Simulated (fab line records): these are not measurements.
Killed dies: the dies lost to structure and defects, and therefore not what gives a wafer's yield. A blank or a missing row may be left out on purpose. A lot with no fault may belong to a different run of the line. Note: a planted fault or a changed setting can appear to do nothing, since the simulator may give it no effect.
A struck lot beside a sound one    flow rit cmos    15 steps out of a route of 202
Sound: the wafers L986.3, L986.4, L986.6. Wafers L982.1, L982.3, L982.4 were the ones struck. Last of all comes the cause.
Order at every step that has rows: each side's tool, ch and its chambers, its first start. Under that, the readings that differ: sound wafers    struck wafers    difference of the means    sigmas: that difference in standard deviations of wafers without a fault.
alike: readings whose means differ by less than 2 such deviations, and words and numbers that are the same on both sides. not compared: withheld readings, readings that some wafer has no value for, bounds like >300 that may hide the same value, and numbers for which the record gives no deviation and whose values overlap.
A row with sigmas, a row that says differs or no value, or rows on one side alone: a step with any of these is where the two part. Non-overlapping numbers with no deviation appear without sigmas and do not part them. A reading that every wafer of one side lacks parts them only if that side has two wafers or more.

first, 2 steps without rows for these wafers: RIT_PSD_HARDBAKE_07 (time 60 s); RIT_PSD_IMPLANT_08.
RIT_PSD_STRIP_09: strips in O2, time 180 s.
  sound on plasma asher-01 ch 0,1, day 6 06:10; struck on plasma asher-04 ch 0,1, day 5 14:08
  alike: drypump motor current A
  not compared: rf hours counter h
RIT_PSD_TW_MEAS_10:
  sound on film metro-01, day 6 06:18; struck on film metro-02, day 5 14:19
  alike: PSD_TW
then, 3 steps without rows for these wafers: RIT_SDANNEAL_CLEAN_00 (cleans in SC1, time 600 s); RIT_SDANNEAL_CLEAN_01 (cleans in dHF, time 30 s); RIT_SDANNEAL_CLEAN_02 (cleans in SC2, time 600 s).
RIT_SDANNEAL_RTA_03: time 5 s.
  sound on rtp anneal-02 ch 0, day 6 06:44; struck on rtp anneal-02 ch 0, day 5 14:49
  alike: anneal temp c max, wafer_temp_C_max
RIT_SDANNEAL_RS_MEAS_04: the measuring method here is four-point-probe.
  sound on film metro-04, day 6 06:49; struck on film metro-01, day 5 14:52
  alike: PSD_RS
RIT_SDANNEAL_RS_MEAS_05: the measuring method here is four-point-probe.
  sound on film metro-04, day 6 06:56; struck on film metro-01, day 5 14:59
  alike: NSD_RS
RIT_SDANNEAL_RS_MEAS_06: the measuring method here is four-point-probe.
  sound on film metro-04, day 6 07:03; struck on film metro-01, day 5 15:07
  alike: PLDD_RS
RIT_SDANNEAL_RS_MEAS_07: the measuring method here is four-point-probe.
  sound on film metro-04, day 6 07:10; struck on film metro-01, day 5 15:14
  alike: NLDD_RS
RIT_SILICIDE_WET_ETCH_00: etches SiO2 in BOE, target depth 14 nm, time 15 s.
  sound on wet bench-01 ch 3, day 6 07:15; struck on wet bench-01 ch 3, day 5 15:21
  no value came back on the struck wafers for bath heat duty pct (%), run length s (s); on the sound wafers bath heat duty pct (%) reads 1.0 2.3 1.0
reading                                      sound              struck             difference  sigmas
model.SiO2_of_FOX2_OXIDATION_00.thk nm (nm)  148.6 149.1 154.8  167.5 156.9 157.2  +9.7        
RIT_SILICIDE_SPUTTER_01: material Ti, target thk 30 nm, time 240 s.
  sound on pvd sputter-02, day 6 07:16; struck on pvd sputter-02, day 5 15:22
  alike: throttle valve pct
RIT_M1_PROBE_99:
  sound on prober-01, day 6 14:06; struck on prober-01, day 5 22:15
reading              sound   struck       difference  sigmas
killed at front end  10 4 7  264 264 264  +257        +78
killed dies          10 4 7  264 264 264  +257        +80
killed on rim        4 0 2   70 70 70     +68         +45
  alike: killed open, killed short

## WHERE THEY PART
First at RIT_SILICIDE_WET_ETCH_00; last, within this record, at RIT_M1_PROBE_99.

WHY: what the simulator had put in
At RIT_SILICIDE_WET_ETCH_00, the step was skipped entirely on wet bench-01 from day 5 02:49 on. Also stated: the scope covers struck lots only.
